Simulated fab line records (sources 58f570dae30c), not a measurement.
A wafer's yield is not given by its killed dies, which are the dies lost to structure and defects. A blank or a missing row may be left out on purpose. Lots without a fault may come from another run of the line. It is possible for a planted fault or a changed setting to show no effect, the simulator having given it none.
Matching of chambers	flow berkeley_cmos170	UCB170_GATE_ETCH_15 on rie_si-02 has 4 sister chambers
The step etches poly-Si in HBr/Cl2, stops on SiO2, time 56.3 s, target depth 278.2 nm. 18 wafers are shown with their chamber, then 9 later ones without.

EACH WAFER AND ITS CHAMBER
wafer	chamber	drypump_motor_current_A (A)	throttle_valve_pct (%)	oes_product_au (a.u.)
L340.1	3	5.9	26.60	0.829
L340.2	1	6.6	26.42	0.808
L340.6	1	6.6	26.44	0.808
L343.2	3	6.0	26.58	0.831
L343.5	2	5.8	26.88	0.843
L343.6	1	6.6	26.43	0.810
L348.1	3	6.0	26.60	0.833
L348.3	2	5.8	26.89	0.848
L348.4	1	6.6	26.44	0.810
L352.2	1	6.6	26.44	0.811
L352.3	2	5.8	26.89	0.842
L352.5	1	6.6	26.42	0.818
L353.2	0	5.6	26.49	0.837
L353.3	1	6.6	26.44	0.820
L353.6	2	5.8	26.88	0.856
L355.2	1	6.6	26.43	0.811
L355.4	3	6.0	26.60	0.830
L355.6	2	5.8	26.86	0.843

SIGNATURES, as means of the wafers listed above
reading	chamber 0	chamber 1	chamber 2	chamber 3	scatter within a chamber
drypump_motor_current_A	5.600	6.600	5.800	5.975	0.0231
throttle_valve_pct	26.4900	26.4325	26.8800	26.5950	0.0102
oes_product_au	0.83700	0.81200	0.84640	0.83075	0.00454
Rule: for a wafer and a chamber, the distance is found by dividing, reading by reading, the gap between the wafer's reading and the chamber's mean by the reading's scatter, squaring, summing and taking the root. The wafer belongs to the nearest chamber; if the next one is less than 2 further off, it can't be placed. How the scatter is found: for the shown wafers, subtract from each reading the mean of its chamber, square and add these, divide the total by (wafers less chambers), then take the root.

WAFERS MISSING THEIR CHAMBER
wafer	drypump_motor_current_A (A)	throttle_valve_pct (%)	oes_product_au (a.u.)
L356.1	5.6	26.50	0.827
L356.2	5.8	26.89	0.847
L356.6	5.9	26.62	0.826
L362.3	5.8	26.87	0.845
L362.4	5.9	26.61	0.832
L362.6	5.8	26.89	0.834
L363.1	5.8	26.88	0.848
L363.3	6.6	26.43	0.826
L363.4	5.9	26.60	0.843

CHAMBER TAKEN BY EACH
wafer	from the rows above	in truth
L356.1	0	0
L356.2	2	2
L356.6	3	3
L362.3	2	2
L362.4	3	3
L362.6	2	2
L363.1	2	2
L363.3	1	1
L363.4	3	3
9 of 9 placed correctly. Can't be placed from these rows: 0. 0 placed wrongly.
